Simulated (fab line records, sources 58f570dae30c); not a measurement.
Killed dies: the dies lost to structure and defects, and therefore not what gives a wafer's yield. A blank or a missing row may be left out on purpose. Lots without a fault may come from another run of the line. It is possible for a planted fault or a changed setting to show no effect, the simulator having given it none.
Which tool did it?    flow berkeley cmos170    21 wafers from 7 lots sampled at 2 of the route's 331 steps

WHAT THE GAUGES SHOWED, per wafer
UCB170_CONTACT_CD_MEAS_15: target cd 700 nm.
lot   measured      on         cd nm (nm)
L239  day 8 17:25   cd sem-01  698.5 698.1 698.1
L241  day 9 02:08   cd sem-01  699.4 698.6 698.5
L242  day 9 02:40   cd sem-01  702.1 701.6 701.4
L243  day 10 02:32  cd sem-01  703.3 700.3 702.2
L251  day 11 11:35  cd sem-02  701.7 703.7 702.3
L255  day 12 11:45  cd sem-01  697.1 697.2 697.5
L257  day 12 22:25  cd sem-01  699.0 698.5 698.4

EACH LOT AND THE TOOL THAT RAN IT (in order: tool; ch and the chambers of the sampled wafers; start)
lot   UCB170_ACTIVE_CLEAN_17
L239  wet bench-03 ch 3, day 5 09:11
L241  wet bench-04 ch 0, day 5 21:17
L242  wet bench-04 ch 2, day 5 21:55
L243  wet bench-03 ch 3, day 6 13:50
L251  wet bench-02 ch 3, day 8 03:07
L255  wet bench-04 ch 1, day 9 03:44
L257  wet bench-04 ch 3, day 9 11:47
- UCB170_ACTIVE_CLEAN_17: cleans in SPM, time 600 s.

THE ANSWER, worked out from the rows above alone
Rule: the usual values come from the lots themselves. The widest of any qualifying gaps counts: lots, ordered by their means at a reading, are off when they make up no more than a third of the lots, leave a main group of 4 or more, and stand apart from it by 3 or more times the standard deviation of that group's means. Not used: any main group whose means are identical at the precision the tables above print for the reading. A lot without any number at a reading at which 4 lots or more have one is off too. The other lots that the step has rows for count as sound.
No lot is off at any reading shown: from this, nothing can be told.

WHAT THE SIMULATOR HAD PUT IN
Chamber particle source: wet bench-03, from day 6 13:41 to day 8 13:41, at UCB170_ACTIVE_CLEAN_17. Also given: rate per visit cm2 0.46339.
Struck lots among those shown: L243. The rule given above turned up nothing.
